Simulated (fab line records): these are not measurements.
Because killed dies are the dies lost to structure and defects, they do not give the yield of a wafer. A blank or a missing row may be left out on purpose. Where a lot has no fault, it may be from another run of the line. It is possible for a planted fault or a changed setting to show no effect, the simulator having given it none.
Which of the tools did it? || flow rit-cmos || 13 lots, 39 wafers sampled, at 6 steps of a route of 202

## WHAT THE GAUGES READ, wafer by wafer
RIT_GATE_CD_MEAS_90 targets a cd of 150 nm. Usual: 149 nm for cd-nm, sd 3.4.
{"lot": "L564", "measured": "day 3 00:48", "on": "cd-sem-02", "cd-nm (nm)": "149 150 149", "flag": ""}
{"lot": "L565", "measured": "day 3 01:23", "on": "cd-sem-01", "cd-nm (nm)": "146 148 147", "flag": ""}
{"lot": "L567", "measured": "day 3 20:48", "on": "cd-sem-01", "cd-nm (nm)": "150 150 149", "flag": ""}
{"lot": "L568", "measured": "day 3 22:17", "on": "cd-sem-02", "cd-nm (nm)": "151 154 151", "flag": ""}
{"lot": "L569", "measured": "day 3 23:50", "on": "cd-sem-01", "cd-nm (nm)": "153 152 149", "flag": ""}
{"lot": "L572", "measured": "day 4 15:26", "on": "cd-sem-02", "cd-nm (nm)": "151 148 147", "flag": ""}
{"lot": "L575", "measured": "day 5 07:14", "on": "cd-sem-02", "cd-nm (nm)": "145 145 143", "flag": ""}
{"lot": "L577", "measured": "day 5 12:44", "on": "cd-sem-02", "cd-nm (nm)": "154 155 155", "flag": ""}
{"lot": "L578", "measured": "day 5 22:32", "on": "cd-sem-01", "cd-nm (nm)": "148 145 143", "flag": ""}
{"lot": "L579", "measured": "day 6 00:44", "on": "cd-sem-01", "cd-nm (nm)": "150 150 151", "flag": ""}
{"lot": "L584", "measured": "day 7 09:21", "on": "cd-sem-02", "cd-nm (nm)": "150 149 148", "flag": ""}
{"lot": "L585", "measured": "day 7 16:43", "on": "cd-sem-01", "cd-nm (nm)": "152 154 152", "flag": ""}
{"lot": "L586", "measured": "day 7 21:11", "on": "cd-sem-02", "cd-nm (nm)": "141 143 143", "flag": ""}

RIT_NSD_OVL_MEAS_06. Usual: NSD_OVL typically reads 0.1 nm, with standard deviation 1.5.
{"lot": "L564", "measured": "day 3 11:26", "on": "overlay-01", "NSD_OVL (nm)": "-2.0 -0.9 -2.0", "flag": ""}
{"lot": "L565", "measured": "day 3 11:59", "on": "overlay-02", "NSD_OVL (nm)": "-0.8 1.2 -0.5", "flag": ""}
{"lot": "L567", "measured": "day 4 06:48", "on": "overlay-01", "NSD_OVL (nm)": "-1.7 -2.1 -1.6", "flag": ""}
{"lot": "L568", "measured": "day 4 09:29", "on": "overlay-01", "NSD_OVL (nm)": "0.6 0.0 0.0", "flag": ""}
{"lot": "L569", "measured": "day 4 09:43", "on": "overlay-01", "NSD_OVL (nm)": "0.2 0.6 -1.1", "flag": ""}
{"lot": "L572", "measured": "day 5 03:53", "on": "overlay-01", "NSD_OVL (nm)": "1.1 -0.7 -0.3", "flag": ""}
{"lot": "L575", "measured": "day 5 18:06", "on": "overlay-01", "NSD_OVL (nm)": "-1.0 -0.6 1.7", "flag": ""}
{"lot": "L577", "measured": "day 5 22:33", "on": "overlay-02", "NSD_OVL (nm)": "1.2 1.9 2.9", "flag": ""}
{"lot": "L578", "measured": "day 6 08:53", "on": "overlay-01", "NSD_OVL (nm)": "- - -", "flag": "OFF"}
{"lot": "L579", "measured": "day 6 12:36", "on": "overlay-02", "NSD_OVL (nm)": "-0.2 0.5 1.6", "flag": ""}
{"lot": "L584", "measured": "day 7 22:35", "on": "overlay-01", "NSD_OVL (nm)": "0.3 -0.3 1.6", "flag": ""}
{"lot": "L585", "measured": "day 8 07:27", "on": "overlay-02", "NSD_OVL (nm)": "-1.9 -1.4 -0.9", "flag": ""}
{"lot": "L586", "measured": "day 8 08:02", "on": "overlay-01", "NSD_OVL (nm)": "-0.6 -2.4 -1.9", "flag": ""}

RIT_NSD_TW_MEAS_10. Usual: NSD_TW typically reads 3094, with standard deviation 15.
{"lot": "L564", "measured": "day 3 12:02", "on": "film-metro-03", "NSD_TW": "3102 3081 3083", "flag": ""}
{"lot": "L565", "measured": "day 3 12:38", "on": "film-metro-01", "NSD_TW": "3109 3109 3102", "flag": ""}
{"lot": "L567", "measured": "day 4 07:19", "on": "film-metro-03", "NSD_TW": "3083 3099 3097", "flag": ""}
{"lot": "L568", "measured": "day 4 10:00", "on": "film-metro-01", "NSD_TW": "3106 3114 3105", "flag": ""}
{"lot": "L569", "measured": "day 4 10:14", "on": "film-metro-03", "NSD_TW": "3067 3089 3075", "flag": ""}
{"lot": "L572", "measured": "day 5 04:23", "on": "film-metro-04", "NSD_TW": "3086 3090 3096", "flag": ""}
{"lot": "L575", "measured": "day 5 18:37", "on": "film-metro-03", "NSD_TW": "3089 3102 3089", "flag": ""}
{"lot": "L577", "measured": "day 5 23:04", "on": "film-metro-04", "NSD_TW": "3100 3107 3111", "flag": ""}
{"lot": "L578", "measured": "day 6 09:24", "on": "film-metro-04", "NSD_TW": "30 30 30", "flag": "OFF"}
{"lot": "L579", "measured": "day 6 13:07", "on": "film-metro-04", "NSD_TW": "3078 3067 3082", "flag": ""}
{"lot": "L584", "measured": "day 7 23:06", "on": "film-metro-01", "NSD_TW": "3081 3119 3124", "flag": ""}
{"lot": "L585", "measured": "day 8 07:58", "on": "film-metro-01", "NSD_TW": "3118 3109 3103", "flag": ""}
{"lot": "L586", "measured": "day 8 08:33", "on": "film-metro-04", "NSD_TW": "3099 3114 3101", "flag": ""}

RIT_PSD_TW_MEAS_10. Usual: PSD_TW typically reads 3405, with standard deviation 18.
{"lot": "L564", "measured": "day 3 13:40", "on": "film-metro-04", "PSD_TW": "3372 3365 3373", "flag": ""}
{"lot": "L565", "measured": "day 3 14:04", "on": "film-metro-01", "PSD_TW": "3418 3404 3403", "flag": ""}
{"lot": "L567", "measured": "day 4 08:45", "on": "film-metro-03", "PSD_TW": "3379 3387 3399", "flag": ""}
{"lot": "L568", "measured": "day 4 11:43", "on": "film-metro-01", "PSD_TW": "3420 3418 3413", "flag": ""}
{"lot": "L569", "measured": "day 4 11:52", "on": "film-metro-03", "PSD_TW": "3373 3378 3367", "flag": ""}
{"lot": "L572", "measured": "day 5 06:13", "on": "film-metro-01", "PSD_TW": "3413 3415 3408", "flag": ""}
{"lot": "L575", "measured": "day 5 20:10", "on": "film-metro-01", "PSD_TW": "3414 3420 3426", "flag": ""}
{"lot": "L577", "measured": "day 6 00:37", "on": "film-metro-01", "PSD_TW": "3424 3421 3446", "flag": ""}
{"lot": "L578", "measured": "day 6 10:49", "on": "film-metro-03", "PSD_TW": "3582 3597 3602", "flag": "OFF"}
{"lot": "L579", "measured": "day 6 14:32", "on": "film-metro-01", "PSD_TW": "3433 3427 3426", "flag": ""}
{"lot": "L584", "measured": "day 8 00:31", "on": "film-metro-03", "PSD_TW": "3407 3389 3411", "flag": ""}
{"lot": "L585", "measured": "day 8 09:30", "on": "film-metro-01", "PSD_TW": "3435 3433 3434", "flag": ""}
{"lot": "L586", "measured": "day 8 09:58", "on": "film-metro-03", "PSD_TW": "3384 3400 3379", "flag": ""}

## WHICH TOOL RAN EACH LOT (tool, then ch and the chambers of the sampled wafers, then the start)
{"lot": "L564", "RIT_NSD_EXPOSE_03": "iline-stepper-01 ch 0, day 3 11:03", "RIT_NSD_STRIP_09": "plasma-asher-04 ch 0, day 3 11:51"}
{"lot": "L565", "RIT_NSD_EXPOSE_03": "iline-stepper-01 ch 0, day 3 11:31", "RIT_NSD_STRIP_09": "plasma-asher-01 ch 0,1, day 3 12:31"}
{"lot": "L567", "RIT_NSD_EXPOSE_03": "iline-stepper-01 ch 0, day 4 06:26", "RIT_NSD_STRIP_09": "plasma-asher-04 ch 0,1, day 4 07:11"}
{"lot": "L568", "RIT_NSD_EXPOSE_03": "iline-stepper-01 ch 0, day 4 09:07", "RIT_NSD_STRIP_09": "plasma-asher-01 ch 0,1, day 4 09:52"}
{"lot": "L569", "RIT_NSD_EXPOSE_03": "iline-stepper-01 ch 0, day 4 09:21", "RIT_NSD_STRIP_09": "plasma-asher-04 ch 0,1, day 4 10:07"}
{"lot": "L572", "RIT_NSD_EXPOSE_03": "iline-stepper-02 ch 0, day 5 03:29", "RIT_NSD_STRIP_09": "plasma-asher-01 ch 0,1, day 5 04:13"}
{"lot": "L575", "RIT_NSD_EXPOSE_03": "iline-stepper-01 ch 0, day 5 17:43", "RIT_NSD_STRIP_09": "plasma-asher-02 ch 1, day 5 18:26"}
{"lot": "L577", "RIT_NSD_EXPOSE_03": "iline-stepper-01 ch 0, day 5 22:10", "RIT_NSD_STRIP_09": "plasma-asher-01 ch 0,1, day 5 22:53"}
{"lot": "L578", "RIT_NSD_EXPOSE_03": "iline-stepper-01 ch 0, day 6 08:30", "RIT_NSD_STRIP_09": "plasma-asher-02 ch 0,1, day 6 09:13"}
{"lot": "L579", "RIT_NSD_EXPOSE_03": "iline-stepper-02 ch 0, day 6 12:12", "RIT_NSD_STRIP_09": "plasma-asher-01 ch 0,1, day 6 12:56"}
{"lot": "L584", "RIT_NSD_EXPOSE_03": "iline-stepper-02 ch 0, day 7 22:11", "RIT_NSD_STRIP_09": "plasma-asher-01 ch 0,1, day 7 22:55"}
{"lot": "L585", "RIT_NSD_EXPOSE_03": "iline-stepper-02 ch 0, day 8 07:03", "RIT_NSD_STRIP_09": "plasma-asher-01 ch 0,1, day 8 07:47"}
{"lot": "L586", "RIT_NSD_EXPOSE_03": "iline-stepper-01 ch 0, day 8 07:39", "RIT_NSD_STRIP_09": "plasma-asher-04 ch 0,1, day 8 08:25"}
- RIT_NSD_EXPOSE_03: exposes mask M9, target cd 40700 nm.
- RIT_NSD_STRIP_09: strips in O2, time 180 s.

## WHAT THE TOOLS THEMSELVES READ (means of the sampled wafers that have a number; where no wafer has one, the mark that the record gives instead)
RIT_NSD_EXPOSE_03. Usual: 23.00 C for reticle-temp-C, sd 0.1.
{"lot": "L564", "tool": "iline-stepper-01", "reticle-temp-C (C)": 22.96, "flag": ""}
{"lot": "L565", "tool": "iline-stepper-01", "reticle-temp-C (C)": 22.99, "flag": ""}
{"lot": "L567", "tool": "iline-stepper-01", "reticle-temp-C (C)": 22.88, "flag": ""}
{"lot": "L568", "tool": "iline-stepper-01", "reticle-temp-C (C)": 23.08, "flag": ""}
{"lot": "L569", "tool": "iline-stepper-01", "reticle-temp-C (C)": 22.93, "flag": ""}
{"lot": "L572", "tool": "iline-stepper-02", "reticle-temp-C (C)": 22.95, "flag": ""}
{"lot": "L575", "tool": "iline-stepper-01", "reticle-temp-C (C)": 23.09, "flag": ""}
{"lot": "L577", "tool": "iline-stepper-01", "reticle-temp-C (C)": 22.95, "flag": ""}
{"lot": "L578", "tool": "iline-stepper-01", "reticle-temp-C (C)": 23.00, "flag": ""}
{"lot": "L579", "tool": "iline-stepper-02", "reticle-temp-C (C)": 23.04, "flag": ""}
{"lot": "L584", "tool": "iline-stepper-02", "reticle-temp-C (C)": 22.93, "flag": ""}
{"lot": "L585", "tool": "iline-stepper-02", "reticle-temp-C (C)": 23.00, "flag": ""}
{"lot": "L586", "tool": "iline-stepper-01", "reticle-temp-C (C)": 22.98, "flag": ""}

RIT_NSD_STRIP_09. Usual: drypump-motor-current-A 5.7 A, standard deviation 0.31; rf-refl-power-W 7.3 W, standard deviation 1.5.
{"lot": "L564", "tool": "plasma-asher-04", "drypump-motor-current-A (A)": 5.7, "rf-refl-power-W (W)": 8.6, "flag": ""}
{"lot": "L565", "tool": "plasma-asher-01", "drypump-motor-current-A (A)": 5.6, "rf-refl-power-W (W)": 7.7, "flag": ""}
{"lot": "L567", "tool": "plasma-asher-04", "drypump-motor-current-A (A)": 5.4, "rf-refl-power-W (W)": 7.1, "flag": ""}
{"lot": "L568", "tool": "plasma-asher-01", "drypump-motor-current-A (A)": 5.7, "rf-refl-power-W (W)": 7.7, "flag": ""}
{"lot": "L569", "tool": "plasma-asher-04", "drypump-motor-current-A (A)": 5.4, "rf-refl-power-W (W)": 6.8, "flag": ""}
{"lot": "L572", "tool": "plasma-asher-01", "drypump-motor-current-A (A)": 5.7, "rf-refl-power-W (W)": 7.8, "flag": ""}
{"lot": "L575", "tool": "plasma-asher-02", "drypump-motor-current-A (A)": 6.0, "rf-refl-power-W (W)": 9.0, "flag": ""}
{"lot": "L577", "tool": "plasma-asher-01", "drypump-motor-current-A (A)": 5.6, "rf-refl-power-W (W)": 7.6, "flag": ""}
{"lot": "L578", "tool": "plasma-asher-02", "drypump-motor-current-A (A)": 6.1, "rf-refl-power-W (W)": 7.4, "flag": ""}
{"lot": "L579", "tool": "plasma-asher-01", "drypump-motor-current-A (A)": 5.7, "rf-refl-power-W (W)": 7.7, "flag": ""}
{"lot": "L584", "tool": "plasma-asher-01", "drypump-motor-current-A (A)": 5.7, "rf-refl-power-W (W)": 7.4, "flag": ""}
{"lot": "L585", "tool": "plasma-asher-01", "drypump-motor-current-A (A)": 5.7, "rf-refl-power-W (W)": 7.7, "flag": ""}
{"lot": "L586", "tool": "plasma-asher-04", "drypump-motor-current-A (A)": 5.5, "rf-refl-power-W (W)": 7.8, "flag": ""}

## THE ANSWER, worked out from the rows above alone
Rule: take the mean of a lot's wafers that have a number; if it is more than 3 standard deviations from the usual mean, the lot is off. A lot without any number at a reading at which 4 lots or more have one is off too. All remaining lots with rows at the step are treated as sound. The gauges are gone through in route order, then the tools' own readings, and for those a lot's mean is taken as printed above. The first step at which some lot is off is used, and at that step the reading that is off furthest; a lot without a number counts as furthest.
Off: L578, at RIT_NSD_OVL_MEAS_06 (NSD_OVL). Without a number there: L578.
If a tool, at a process step before that reading, ran all the lots that are off and no sound lot after the first of them, it fits. Not tried: the gauges at RIT_NSD_OVL_MEAS_06; whatever is off there is also off at RIT_NSD_TW_MEAS_10, on other tools, and gauge error can't account for it. None of those tried fits.

## WHAT WAS PUT IN BY THE SIMULATOR
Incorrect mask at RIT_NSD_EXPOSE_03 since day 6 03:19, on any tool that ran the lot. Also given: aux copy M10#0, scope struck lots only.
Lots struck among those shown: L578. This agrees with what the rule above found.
